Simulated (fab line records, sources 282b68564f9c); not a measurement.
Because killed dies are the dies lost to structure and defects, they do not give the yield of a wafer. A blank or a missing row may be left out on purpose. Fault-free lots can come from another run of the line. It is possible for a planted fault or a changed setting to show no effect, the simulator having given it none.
fab line records :: flow ritCmos
record:
  lots: 14
  wafers: 42
  lastDay: 7
route steps=202 shown PWELL@46 M1@202
lots untouched by any fault: they come from a run of this same line in which no faults occurred
startH: the number of hours between the record's first day and the start of the first shown wafer of the lot :: waitH: hours from the lot's prior step to this one :: " repeats the value in the row above :: L1.1+2: several wafers, shown together as one row :: - no value, or no start was given :: * or withheld: withheld :: < > ~ a bound
route shown NAME@n: names a module that has steps shown in the file, with the first one's number in the route :: usual: mean/standard deviation of fault-free wafers :: same: alike in all rows :: chamber/n: place in a boat :: sites: the reading at each site :: _std_site: how widely they spread, as a standard deviation :: _edge_site: mean of outer sites minus mean of inner sites :: radiusMm: for every site, how far away it sits from the centre of the wafer :: mask NAME#n: copy n :: behind: the last tool/chamber to shape the wafer :: hold: reason for holding the lot/hours on hold/outcome of the hold :: device: the n, p or np transistor that did not switch :: end of line: at the end of the route, the tests of the same wafers :: a step with no rows: only its recipe :: killed: dies lost to structure and defects at the first sort, not the wafer's yield :: map: the dies of a wafer, with x for killed, . for not killed, _ for no die there
set.NAME: setting as actually run; set.NAME@STEP: the setting as run at that earlier step :: model.NAME: the simulator's own value behind a step, which no gauge read
steps of the route over a sample of lots; a table a step, a row a wafer
== steps ==
step: RIT_PWELL_HARDBAKE_07
recipe:
  resist: NOVOLAK
  tempC: 140
  timeS: 120
usual:
  heaterPowerTotalW: 52.03/0.062
  plateTempC: 140.02/0.16
lot.wafer: L904.3
tool: lithoTrack-04
chamber: 0
startH: 22.48
waitH: 0.1
heaterPowerTotalW: 52.12
plateTempC: 140.08

lot.wafer: L904.4
tool: lithoTrack-04
chamber: 0
startH: 22.48
waitH: 0.1
heaterPowerTotalW: 52.06
plateTempC: 140.14

lot.wafer: L904.5
tool: lithoTrack-04
chamber: 0
startH: 22.48
waitH: 0.1
heaterPowerTotalW: 52.00
plateTempC: 140.08

lot.wafer: L905.1
tool: lithoTrack-02
chamber: 0
startH: 26.90
waitH: 0.0
heaterPowerTotalW: 52.02
plateTempC: 139.96

lot.wafer: L905.3
tool: lithoTrack-02
chamber: 0
startH: 26.90
waitH: 0.0
heaterPowerTotalW: 52.01
plateTempC: 140.03

lot.wafer: L905.4
tool: lithoTrack-02
chamber: 0
startH: 26.90
waitH: 0.0
heaterPowerTotalW: 52.05
plateTempC: 140.13

lot.wafer: L906.3
tool: lithoTrack-01
chamber: 0
startH: 32.25
waitH: 0.1
heaterPowerTotalW: 52.06
plateTempC: 140.13

lot.wafer: L906.5
tool: lithoTrack-01
chamber: 0
startH: 32.25
waitH: 0.1
heaterPowerTotalW: 52.13
plateTempC: 140.19

lot.wafer: L906.6
tool: lithoTrack-01
chamber: 0
startH: 32.25
waitH: 0.1
heaterPowerTotalW: 52.00
plateTempC: 140.06

lot.wafer: L908.1
tool: lithoTrack-02
chamber: 0
startH: 42.85
waitH: 0.0
heaterPowerTotalW: 51.99
plateTempC: 139.83

lot.wafer: L908.2
tool: lithoTrack-02
chamber: 0
startH: 42.85
waitH: 0.0
heaterPowerTotalW: 51.97
plateTempC: 139.89

lot.wafer: L908.6
tool: lithoTrack-02
chamber: 0
startH: 42.85
waitH: 0.0
heaterPowerTotalW: 51.98
plateTempC: 139.84

lot.wafer: L909.1
tool: lithoTrack-01
chamber: 0
startH: 48.72
waitH: 0.1
heaterPowerTotalW: 51.99
plateTempC: 139.92

lot.wafer: L909.3
tool: lithoTrack-01
chamber: 0
startH: 48.72
waitH: 0.1
heaterPowerTotalW: 51.94
plateTempC: 139.65

lot.wafer: L909.6
tool: lithoTrack-01
chamber: 0
startH: 48.72
waitH: 0.1
heaterPowerTotalW: 52.01
plateTempC: 139.92

lot.wafer: L910.2
tool: lithoTrack-01
chamber: 0
startH: 53.53
waitH: 0.1
heaterPowerTotalW: 52.15
plateTempC: 139.91

lot.wafer: L910.5
tool: lithoTrack-01
chamber: 0
startH: 53.53
waitH: 0.1
heaterPowerTotalW: 52.03
plateTempC: 139.94

lot.wafer: L910.6
tool: lithoTrack-01
chamber: 0
startH: 53.53
waitH: 0.1
heaterPowerTotalW: 51.94
plateTempC: 139.88

lot.wafer: L911.1
tool: lithoTrack-02
chamber: 0
startH: 60.90
waitH: 0.0
heaterPowerTotalW: 52.00
plateTempC: 139.85

lot.wafer: L911.5
tool: lithoTrack-02
chamber: 0
startH: 60.90
waitH: 0.0
heaterPowerTotalW: 52.01
plateTempC: 139.72

lot.wafer: L911.6
tool: lithoTrack-02
chamber: 0
startH: 60.90
waitH: 0.0
heaterPowerTotalW: 51.88
plateTempC: 139.78

lot.wafer: L912.3
tool: lithoTrack-02
chamber: 0
startH: 64.12
waitH: 0.1
heaterPowerTotalW: 51.97
plateTempC: 140.08

lot.wafer: L912.4
tool: lithoTrack-02
chamber: 0
startH: 64.12
waitH: 0.1
heaterPowerTotalW: 52.02
plateTempC: 140.19

lot.wafer: L912.6
tool: lithoTrack-02
chamber: 0
startH: 64.12
waitH: 0.1
heaterPowerTotalW: 51.97
plateTempC: 140.30

lot.wafer: L913.3
tool: lithoTrack-02
chamber: 0
startH: 67.11
waitH: 0.1
heaterPowerTotalW: 53.18
plateTempC: 142.53

lot.wafer: L913.4
tool: lithoTrack-02
chamber: 0
startH: 67.11
waitH: 0.1
heaterPowerTotalW: 53.23
plateTempC: 142.66

lot.wafer: L913.5
tool: lithoTrack-02
chamber: 0
startH: 67.11
waitH: 0.1
heaterPowerTotalW: 53.27
plateTempC: 142.62

lot.wafer: L914.1
tool: lithoTrack-02
chamber: 0
startH: 72.82
waitH: 0.0
heaterPowerTotalW: 53.21
plateTempC: 142.47

lot.wafer: L914.4
tool: lithoTrack-02
chamber: 0
startH: 72.82
waitH: 0.0
heaterPowerTotalW: 53.31
plateTempC: 142.54

lot.wafer: L914.6
tool: lithoTrack-02
chamber: 0
startH: 72.82
waitH: 0.0
heaterPowerTotalW: 53.13
plateTempC: 142.62

lot.wafer: L916.2
tool: lithoTrack-01
chamber: 0
startH: 82.14
waitH: 0.1
heaterPowerTotalW: 51.99
plateTempC: 139.91

lot.wafer: L916.3
tool: lithoTrack-01
chamber: 0
startH: 82.14
waitH: 0.1
heaterPowerTotalW: 52.01
plateTempC: 140.00

lot.wafer: L916.6
tool: lithoTrack-01
chamber: 0
startH: 82.14
waitH: 0.1
heaterPowerTotalW: 52.06
plateTempC: 140.13

lot.wafer: L919.1
tool: lithoTrack-01
chamber: 0
startH: 99.20
waitH: 0.0
heaterPowerTotalW: 52.05
plateTempC: 140.10

lot.wafer: L919.2
tool: lithoTrack-01
chamber: 0
startH: 99.20
waitH: 0.0
heaterPowerTotalW: 52.01
plateTempC: 140.08

lot.wafer: L919.3
tool: lithoTrack-01
chamber: 0
startH: 99.20
waitH: 0.0
heaterPowerTotalW: 52.01
plateTempC: 140.14

lot.wafer: L924.1
tool: lithoTrack-01
chamber: 0
startH: 122.77
waitH: 0.0
heaterPowerTotalW: 51.95
plateTempC: 140.11

lot.wafer: L924.3
tool: lithoTrack-01
chamber: 0
startH: 122.77
waitH: 0.0
heaterPowerTotalW: 52.10
plateTempC: 140.09

lot.wafer: L924.5
tool: lithoTrack-01
chamber: 0
startH: 122.77
waitH: 0.0
heaterPowerTotalW: 51.98
plateTempC: 139.95

lot.wafer: L925.4
tool: lithoTrack-01
chamber: 0
startH: 127.83
waitH: 0.1
heaterPowerTotalW: 52.04
plateTempC: 139.75

lot.wafer: L925.5
tool: lithoTrack-01
chamber: 0
startH: 127.83
waitH: 0.1
heaterPowerTotalW: 51.90
plateTempC: 139.64

lot.wafer: L925.6
tool: lithoTrack-01
chamber: 0
startH: 127.83
waitH: 0.1
heaterPowerTotalW: 52.01
plateTempC: 139.76
step: RIT_M1_PROBE_99
usual:
  killedAtContacts: 0.1/0.28
  killedAtFrontEnd: 6.5/3
  killedDies: 7/3
  killedOpen: 3.2/2
  killedShort: 3.2/1.9
same:
  grossDies: 264
  killed_at_M0_to_M3: 0
  killed_at_M4_up: 0
  killedAtBackSide: 0
  killedAtOther: 0
lot.wafer: L904.3
tool: prober-01
chamber: -
startH: 58.92
waitH: 0.2
killedAtContacts: 0
killedAtFrontEnd: 11
killedDies: 11
killedOpen: 5
killedShort: 6

lot.wafer: L904.4
tool: prober-01
chamber: -
startH: 58.97
waitH: 0.2
killedAtContacts: 0
killedAtFrontEnd: 7
killedDies: 7
killedOpen: 4
killedShort: 3

lot.wafer: L904.5
tool: prober-01
chamber: -
startH: 59.02
waitH: 0.2
killedAtContacts: 0
killedAtFrontEnd: 9
killedDies: 9
killedOpen: 3
killedShort: 6

lot.wafer: L905.1
tool: prober-02
chamber: -
startH: 63.62
waitH: 0.1
killedAtContacts: 0
killedAtFrontEnd: 13
killedDies: 13
killedOpen: 3
killedShort: 9

lot.wafer: L905.3
tool: prober-02
chamber: -
startH: 63.72
waitH: 0.2
killedAtContacts: 0
killedAtFrontEnd: 3
killedDies: 3
killedOpen: 1
killedShort: 2

lot.wafer: L905.4
tool: prober-02
chamber: -
startH: 63.77
waitH: 0.2
killedAtContacts: 0
killedAtFrontEnd: 2
killedDies: 2
killedOpen: 1
killedShort: 1

lot.wafer: L906.3
tool: prober-01
chamber: -
startH: 71.47
waitH: 0.2
killedAtContacts: 0
killedAtFrontEnd: 9
killedDies: 9
killedOpen: 2
killedShort: 7

lot.wafer: L906.5
tool: prober-01
chamber: -
startH: 71.57
waitH: 0.2
killedAtContacts: 0
killedAtFrontEnd: 6
killedDies: 6
killedOpen: 2
killedShort: 4

lot.wafer: L906.6
tool: prober-01
chamber: -
startH: 71.62
waitH: 0.2
killedAtContacts: 0
killedAtFrontEnd: 6
killedDies: 6
killedOpen: 2
killedShort: 4

lot.wafer: L908.1
tool: prober-01
chamber: -
startH: 77.66
waitH: 0.1
killedAtContacts: 0
killedAtFrontEnd: 5
killedDies: 5
killedOpen: 4
killedShort: 1

lot.wafer: L908.2
tool: prober-01
chamber: -
startH: 77.71
waitH: 0.1
killedAtContacts: 0
killedAtFrontEnd: 10
killedDies: 10
killedOpen: 7
killedShort: 3

lot.wafer: L908.6
tool: prober-01
chamber: -
startH: 77.91
waitH: 0.2
killedAtContacts: 1
killedAtFrontEnd: 10
killedDies: 11
killedOpen: 4
killedShort: 7

lot.wafer: L909.1
tool: prober-02
chamber: -
startH: 82.91
waitH: 0.1
killedAtContacts: 0
killedAtFrontEnd: 7
killedDies: 7
killedOpen: 3
killedShort: 4

lot.wafer: L909.3
tool: prober-02
chamber: -
startH: 83.01
waitH: 0.2
killedAtContacts: 0
killedAtFrontEnd: 5
killedDies: 5
killedOpen: 2
killedShort: 3

lot.wafer: L909.6
tool: prober-02
chamber: -
startH: 83.16
waitH: 0.2
killedAtContacts: 0
killedAtFrontEnd: 3
killedDies: 3
killedOpen: 2
killedShort: 1

lot.wafer: L910.2
tool: prober-01
chamber: -
startH: 90.38
waitH: 0.1
killedAtContacts: 0
killedAtFrontEnd: 6
killedDies: 6
killedOpen: 3
killedShort: 3

lot.wafer: L910.5
tool: prober-01
chamber: -
startH: 90.53
waitH: 0.2
killedAtContacts: 0
killedAtFrontEnd: 10
killedDies: 10
killedOpen: 5
killedShort: 5

lot.wafer: L910.6
tool: prober-01
chamber: -
startH: 90.58
waitH: 0.2
killedAtContacts: 0
killedAtFrontEnd: 9
killedDies: 9
killedOpen: 7
killedShort: 2

lot.wafer: L911.1
tool: prober-02
chamber: -
startH: 97.59
waitH: 0.1
killedAtContacts: 0
killedAtFrontEnd: 8
killedDies: 8
killedOpen: 4
killedShort: 4

lot.wafer: L911.5
tool: prober-02
chamber: -
startH: 97.79
waitH: 0.2
killedAtContacts: 0
killedAtFrontEnd: 6
killedDies: 6
killedOpen: 5
killedShort: 1

lot.wafer: L911.6
tool: prober-02
chamber: -
startH: 97.84
waitH: 0.2
killedAtContacts: 0
killedAtFrontEnd: 10
killedDies: 10
killedOpen: 1
killedShort: 9

lot.wafer: L912.3
tool: prober-01
chamber: -
startH: 98.77
waitH: 0.2
killedAtContacts: 0
killedAtFrontEnd: 2
killedDies: 2
killedOpen: 1
killedShort: 1

lot.wafer: L912.4
tool: prober-01
chamber: -
startH: 98.82
waitH: 0.2
killedAtContacts: 0
killedAtFrontEnd: 2
killedDies: 2
killedOpen: 0
killedShort: 2

lot.wafer: L912.6
tool: prober-01
chamber: -
startH: 98.92
waitH: 0.2
killedAtContacts: 0
killedAtFrontEnd: 3
killedDies: 3
killedOpen: 3
killedShort: 0

lot.wafer: L913.3
tool: prober-02
chamber: -
startH: 101.81
waitH: 0.2
killedAtContacts: 0
killedAtFrontEnd: 6
killedDies: 6
killedOpen: 3
killedShort: 3

lot.wafer: L913.4
tool: prober-02
chamber: -
startH: 101.86
waitH: 0.2
killedAtContacts: 0
killedAtFrontEnd: 6
killedDies: 6
killedOpen: 2
killedShort: 4

lot.wafer: L913.5
tool: prober-02
chamber: -
startH: 101.91
waitH: 0.2
killedAtContacts: 0
killedAtFrontEnd: 4
killedDies: 4
killedOpen: 2
killedShort: 2

lot.wafer: L914.1
tool: prober-01
chamber: -
startH: 109.99
waitH: 0.1
killedAtContacts: 0
killedAtFrontEnd: 10
killedDies: 10
killedOpen: 4
killedShort: 6

lot.wafer: L914.4
tool: prober-01
chamber: -
startH: 110.14
waitH: 0.2
killedAtContacts: 0
killedAtFrontEnd: 5
killedDies: 5
killedOpen: 0
killedShort: 5

lot.wafer: L914.6
tool: prober-01
chamber: -
startH: 110.24
waitH: 0.2
killedAtContacts: 0
killedAtFrontEnd: 7
killedDies: 7
killedOpen: 4
killedShort: 3

lot.wafer: L916.2
tool: prober-01
chamber: -
startH: 116.73
waitH: 0.1
killedAtContacts: 0
killedAtFrontEnd: 5
killedDies: 5
killedOpen: 3
killedShort: 2

lot.wafer: L916.3
tool: prober-01
chamber: -
startH: 116.78
waitH: 0.2
killedAtContacts: 0
killedAtFrontEnd: 3
killedDies: 3
killedOpen: 1
killedShort: 2

lot.wafer: L916.6
tool: prober-01
chamber: -
startH: 116.93
waitH: 0.2
killedAtContacts: 0
killedAtFrontEnd: 7
killedDies: 7
killedOpen: 3
killedShort: 4

lot.wafer: L919.1
tool: prober-02
chamber: -
startH: 133.92
waitH: 0.1
killedAtContacts: 0
killedAtFrontEnd: 5
killedDies: 5
killedOpen: 1
killedShort: 2

lot.wafer: L919.2
tool: prober-02
chamber: -
startH: 133.97
waitH: 0.1
killedAtContacts: 0
killedAtFrontEnd: 2
killedDies: 2
killedOpen: 2
killedShort: 0

lot.wafer: L919.3
tool: prober-02
chamber: -
startH: 134.02
waitH: 0.2
killedAtContacts: 0
killedAtFrontEnd: 9
killedDies: 9
killedOpen: 6
killedShort: 2

lot.wafer: L924.1
tool: prober-01
chamber: -
startH: 160.06
waitH: 0.1
killedAtContacts: 0
killedAtFrontEnd: 11
killedDies: 11
killedOpen: 7
killedShort: 4

lot.wafer: L924.3
tool: prober-01
chamber: -
startH: 160.16
waitH: 0.2
killedAtContacts: 0
killedAtFrontEnd: 8
killedDies: 8
killedOpen: 2
killedShort: 6

lot.wafer: L924.5
tool: prober-01
chamber: -
startH: 160.26
waitH: 0.2
killedAtContacts: 0
killedAtFrontEnd: 9
killedDies: 9
killedOpen: 7
killedShort: 2

lot.wafer: L925.4
tool: prober-02
chamber: -
startH: 162.78
waitH: 0.2
killedAtContacts: 0
killedAtFrontEnd: 6
killedDies: 6
killedOpen: 2
killedShort: 4

lot.wafer: L925.5
tool: prober-02
chamber: -
startH: 162.83
waitH: 0.2
killedAtContacts: 0
killedAtFrontEnd: 7
killedDies: 7
killedOpen: 2
killedShort: 5

lot.wafer: L925.6
tool: prober-02
chamber: -
startH: 162.88
waitH: 0.2
killedAtContacts: 0
killedAtFrontEnd: 5
killedDies: 5
killedOpen: 3
killedShort: 2
killed by level:class
L904.3 GATE:geometricParticle:open=5 GATE:geometricParticle:short=3 REOX:geometricParticle:short=1 SPACER:geometricParticle:short=1 SILICIDE:geometricParticle:short=1
L904.4 REOX:geometricParticle:open=2 FOX2:geometricParticle:open=1 GATE:geometricParticle:open=1 GATE:geometricParticle:short=1 SPACER:geometricParticle:short=1 SILICIDE:geometricParticle:short=1
L904.5 GATE:geometricParticle:short=6 GATE:geometricParticle:open=2 FOX1:geometricParticle:open=1
L905.1 FOX2:geometricParticle:short=3 SILICIDE:geometricParticle:open=3 SILICIDE:geometricParticle:short=3 GATE:geometricParticle:short=2 REOX:geometricParticle:short=1 ACTIVE:coatMicrobubblePrinted=1
L905.3 GATE:geometricParticle:open=1 GATE:geometricParticle:short=1 SPACER:geometricParticle:short=1
L905.4 FOX2:geometricParticle:open=1 SPACER:geometricParticle:short=1
L906.3 REOX:geometricParticle:short=4 GATE:geometricParticle:short=2 SPACER:geometricParticle:open=1 GATE:geometricParticle:open=1 SPACER:geometricParticle:short=1
L906.5 FOX1:geometricParticle:short=1 FOX2:geometricParticle:short=1 GATE:geometricParticle:short=1 GATE:geometricParticle:open=1 REOX:geometricParticle:open=1 SPACER:geometricParticle:short=1
L906.6 REOX:geometricParticle:short=2 FOX2:geometricParticle:short=1 GATE:geometricParticle:short=1 GATE:geometricParticle:open=1 REOX:geometricParticle:open=1
L908.1 SILICIDE:geometricParticle:open=2 FOX1:geometricParticle:open=1 GATE:geometricParticle:open=1 GATE:geometricParticle:short=1
L908.2 GATE:geometricParticle:open=3 FOX1:geometricParticle:open=2 GATE:geometricParticle:short=2 REOX:geometricParticle:open=1 REOX:geometricParticle:short=1 SILICIDE:geometricParticle:open=1
L908.6 GATE:geometricParticle:short=5 GATE:geometricParticle:open=2 FOX2:geometricParticle:open=1 REOX:geometricParticle:short=1 REOX:geometricParticle:open=1 CONTACT:geometricParticle:short=1
L909.1 GATE:geometricParticle:short=2 FOX1:geometricParticle:open=1 REOX:geometricParticle:short=1 REOX:geometricParticle:open=1 SPACER:geometricParticle:open=1 SPACER:geometricParticle:short=1
L909.3 GATE:geometricParticle:short=2 FOX2:geometricParticle:open=1 GATE:geometricParticle:open=1 SILICIDE:geometricParticle:short=1
L909.6 GATE:geometricParticle:open=1 GATE:geometricParticle:short=1 SILICIDE:geometricParticle:open=1
L910.2 GATE:geometricParticle:open=3 FOX1:geometricParticle:short=1 GATE:geometricParticle:short=1 SILICIDE:geometricParticle:short=1
L910.5 SPACER:geometricParticle:open=3 GATE:geometricParticle:open=2 SPACER:geometricParticle:short=2 GATE:geometricParticle:short=1 REOX:geometricParticle:short=1 SILICIDE:geometricParticle:short=1
L910.6 SILICIDE:geometricParticle:open=4 SPACER:geometricParticle:open=2 FOX1:geometricParticle:short=1 GATE:geometricParticle:open=1 GATE:geometricParticle:short=1
L911.1 REOX:geometricParticle:open=2 SILICIDE:geometricParticle:short=2 FOX1:geometricParticle:open=1 FOX1:geometricParticle:short=1 GATE:geometricParticle:open=1 GATE:geometricParticle:short=1
L911.5 REOX:geometricParticle:open=3 FOX1:geometricParticle:open=2 FOX1:geometricParticle:short=1
L911.6 GATE:geometricParticle:short=4 SILICIDE:geometricParticle:short=2 FOX2:geometricParticle:open=1 FOX2:geometricParticle:short=1 REOX:geometricParticle:short=1 SPACER:geometricParticle:short=1
L912.3 GATE:geometricParticle:open=1 SILICIDE:geometricParticle:short=1
L912.4 REOX:geometricParticle:short=1 SILICIDE:geometricParticle:short=1
L912.6 FOX1:geometricParticle:open=1 FOX2:geometricParticle:open=1 SPACER:geometricParticle:open=1
L913.3 SILICIDE:geometricParticle:open=3 GATE:geometricParticle:short=2 SPACER:geometricParticle:short=1
L913.4 REOX:geometricParticle:short=2 FOX2:geometricParticle:open=1 GATE:geometricParticle:short=1 SPACER:geometricParticle:short=1 SILICIDE:geometricParticle:open=1
L913.5 GATE:geometricParticle:short=2 FOX2:geometricParticle:open=1 SPACER:geometricParticle:open=1
L914.1 FOX1:geometricParticle:open=3 REOX:geometricParticle:short=2 SPACER:geometricParticle:short=2 FOX1:geometricParticle:short=1 SILICIDE:geometricParticle:open=1 SILICIDE:geometricParticle:short=1
L914.4 GATE:geometricParticle:short=2 SILICIDE:geometricParticle:short=2 REOX:geometricParticle:short=1
L914.6 GATE:geometricParticle:short=3 SILICIDE:geometricParticle:open=2 FOX2:geometricParticle:open=1 GATE:geometricParticle:open=1
L916.2 GATE:geometricParticle:open=2 GATE:geometricParticle:short=2 SPACER:geometricParticle:open=1
L916.3 GATE:geometricParticle:short=1 GATE:geometricParticle:open=1 SILICIDE:geometricParticle:short=1
L916.6 GATE:geometricParticle:open=2 SPACER:geometricParticle:short=2 GATE:geometricParticle:short=1 SPACER:geometricParticle:open=1 SILICIDE:geometricParticle:short=1
L919.1 NSD:coatMicrobubblePrinted=2 GATE:geometricParticle:short=1 GATE:geometricParticle:open=1 SILICIDE:geometricParticle:short=1
L919.2 GATE:geometricParticle:open=2
L919.3 GATE:geometricParticle:open=4 SILICIDE:geometricParticle:open=2 GATE:geometricParticle:short=1 SPACER:geometricParticle:short=1 NSD:coatMicrobubblePrinted=1
L924.1 GATE:geometricParticle:open=5 SILICIDE:geometricParticle:open=2 FOX1:geometricParticle:short=1 FOX2:geometricParticle:short=1 GATE:geometricParticle:short=1 SPACER:geometricParticle:short=1
L924.3 GATE:geometricParticle:short=2 FOX1:geometricParticle:open=1 FOX1:geometricParticle:short=1 FOX2:geometricParticle:open=1 REOX:geometricParticle:short=1 SPACER:geometricParticle:short=1 SILICIDE:geometricParticle:short=1
L924.5 GATE:geometricParticle:open=4 SILICIDE:geometricParticle:open=2 FOX1:geometricParticle:short=1 REOX:geometricParticle:open=1 SILICIDE:geometricParticle:short=1
L925.4 SPACER:geometricParticle:short=2 FOX2:geometricParticle:open=1 GATE:geometricParticle:short=1 GATE:geometricParticle:open=1 REOX:geometricParticle:short=1
L925.5 GATE:geometricParticle:short=2 FOX1:geometricParticle:short=1 GATE:geometricParticle:open=1 REOX:geometricParticle:short=1 REOX:geometricParticle:open=1 SPACER:geometricParticle:short=1
L925.6 GATE:geometricParticle:open=3 GATE:geometricParticle:short=1 REOX:geometricParticle:short=1
== key ==
firstSign:
  step: RIT_PWELL_HARDBAKE_07
  reading: heaterPowerTotalW
  direction: up
  sigmas: 19
  usual: 52.03
  struck: 53.22
effect:
  step: RIT_PWELL_HARDBAKE_07
  reading: plateTempC
  direction: up
  sigmas: 16
  usual: *
  struck: *
metAt RIT_PWELL_HARDBAKE_07
struckLots L913,L914
testerLeftOut L913,L914
onsetBetween 64.12 67.11
fault:
  kind: processParameterDrift
  tool: lithoTrack-02
  chamber: -
  onsetH: 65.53
  steps: RIT_PWELL_HARDBAKE_07
  channel: tempC
  offset: *
  shape: step
  endH: 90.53
  actsIn: *
  stated: *
testerLeftOut: of these lots the tester's yield and bins aren't shown, on N5 and GAA mostly nor the transistor test; their killed dies are dies lost to structure and defects alone, not to doping, threshold or leakage, so they don't give the yield
